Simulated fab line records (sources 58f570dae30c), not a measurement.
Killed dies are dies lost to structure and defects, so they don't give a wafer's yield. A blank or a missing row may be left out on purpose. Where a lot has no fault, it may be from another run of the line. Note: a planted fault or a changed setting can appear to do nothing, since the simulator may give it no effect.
Which of the tools did it? -- flow berkeley-cmos170 -- 7 lots, 21 wafers sampled, at 2 steps of a route of 331

== WHAT THE GAUGES READ, wafer by wafer ==
UCB170_V1_CD_MEAS_90 targets a cd of 700 nm.
lot,measured,on,cd-nm (nm)
L323,day 8 07:41,cd-sem-02,699.5 700.5 699.5
L329,day 8 20:22,cd-sem-01,700.4 699.5 700.7
L331,day 9 04:52,cd-sem-01,701.7 701.8 701.8
L332,day 9 15:12,cd-sem-02,700.7 700.7 701.7
L340,day 11 08:29,cd-sem-01,702.0 701.5 701.0
L345,day 12 11:47,cd-sem-01,699.3 699.1 698.5
L344,day 12 12:05,cd-sem-02,698.3 698.0 698.8

== WHICH TOOL RAN EACH LOT (tool, then ch and the chambers of the sampled wafers, then the start) ==
lot,UCB170_V1_STRIP_15
L323,"plasma-asher-03 ch 0,1, day 8 07:35"
L329,"plasma-asher-04 ch 0,1, day 8 20:16"
L331,"plasma-asher-04 ch 0,1, day 9 04:41"
L332,"plasma-asher-04 ch 0,1, day 9 15:06"
L340,"plasma-asher-04 ch 0,1, day 11 08:22"
L345,"plasma-asher-03 ch 0, day 12 11:40"
L344,"plasma-asher-03 ch 0,1, day 12 11:58"
- UCB170_V1_STRIP_15: strips in O2.

== THE ANSWER, worked out from the rows above alone ==
Rule: what is usual is taken from the lots themselves. Put in order of their means at a reading, lots are off if they are a third of the lots or fewer, leave a main group of 4 or more, and stand apart from it by a gap of 3 or more times the standard deviation of the main group's means; of several such gaps the widest counts. A main group whose means are all the same, to the digits that the tables above print for the reading, isn't used. Also off: a lot with no number at a reading for which 4 or more lots have one. Any other lot the step has rows for is counted as sound.
None of the lots is off at any reading shown; this tells nothing.

== WHAT THE SIMULATOR HAD INSERTED ==
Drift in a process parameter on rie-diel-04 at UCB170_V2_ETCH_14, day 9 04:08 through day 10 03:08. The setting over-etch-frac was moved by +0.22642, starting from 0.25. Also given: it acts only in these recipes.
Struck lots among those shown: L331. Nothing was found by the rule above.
